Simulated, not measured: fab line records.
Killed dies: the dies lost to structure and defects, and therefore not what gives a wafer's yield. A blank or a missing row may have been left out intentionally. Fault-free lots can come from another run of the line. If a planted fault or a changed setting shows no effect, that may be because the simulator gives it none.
Code-filled problem report in 8D (eight disciplines) form / flow ritCmos / the parts of the form that need people (team, actions taken, sign-off) are left out

== 1. PROBLEM STATEMENT ==
Mean of beamEnergyKeV at RIT_NWELL_IMPLANT_08: 173.53 across 6 wafers in 2 lots; on wafers with no fault it is 170.01 (standard deviation 0.048). That is +73 standard deviations from the usual mean.
First seen on wafer L517.3, day 4 09:26, on implanter-03. The record has a number at this step for 18 wafers belonging to 6 lots. Rule for "out" (also "out of limits"): further than 4 standard deviations from the usual mean. The rest of the wafers with a number are treated as sound.

== 2. WHAT IT IS, WHAT IT ISN'T ==
question=which readings at this step | is=beamEnergyKeV | is not=beamOnS
question=which lots | is=L517, L521 | is not=L509, L513, L515, L525
question=which wafers of those lots | is=all that have a number | is not=-
question=read on which tools | is=implanter-03 | is not=implanter-01, implanter-02
question=when | is=from day 4 09:26 | is not=up to then (9 sound wafers); but 3 sound wafers of L525 came after

== 3. SUSPECTS, AND WHAT RULES EACH OUT ==
Counting: a tool at a process step up to the reading stays a suspect if it ran every lot that is out and no sound lot after the first of them.
- implanter-03 at RIT_NWELL_IMPLANT_08: kept. It processed each lot that is out, first L517 at day 4 09:26, and no sound lot thereafter; up to then, the last sound lot it processed was L513 at day 3 14:50. Its own readings are out on those wafers: beamEnergyKeV.
The count leaves implanter-03 at RIT_NWELL_IMPLANT_08.

== 4. THE CAUSE (what the simulator had put in) ==
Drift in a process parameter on implanter-03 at RIT_NWELL_IMPLANT_08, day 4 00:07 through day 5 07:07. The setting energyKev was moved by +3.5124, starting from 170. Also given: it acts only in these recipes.
After counting, this tool was the only one left.

== 5. THE EFFECT CHAIN, in route order ==
One row per reading whose mean, taken over the struck wafers that have a number, lies over 3 standard deviations from the usual. Only readings for which the record gives a usual standard deviation are gone through. hours: the time from each lot's start at the first step in this table that gives one to its start at this step, as a median over the lots. sigmas: the change in usual standard deviations.
hours=0; step=RIT_NWELL_IMPLANT_08; reading=beamEnergyKeV; usual=170.01; on struck wafers=173.53; change=+3.52; sigmas=+73
Here are the process steps it includes:
- RIT_NWELL_IMPLANT_08

== 6. WHAT WOULD HAVE CAUGHT IT SOONER ==
In this record the first reading out of limits was taken at day 4 09:26, 9 hours after the fault began at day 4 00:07.
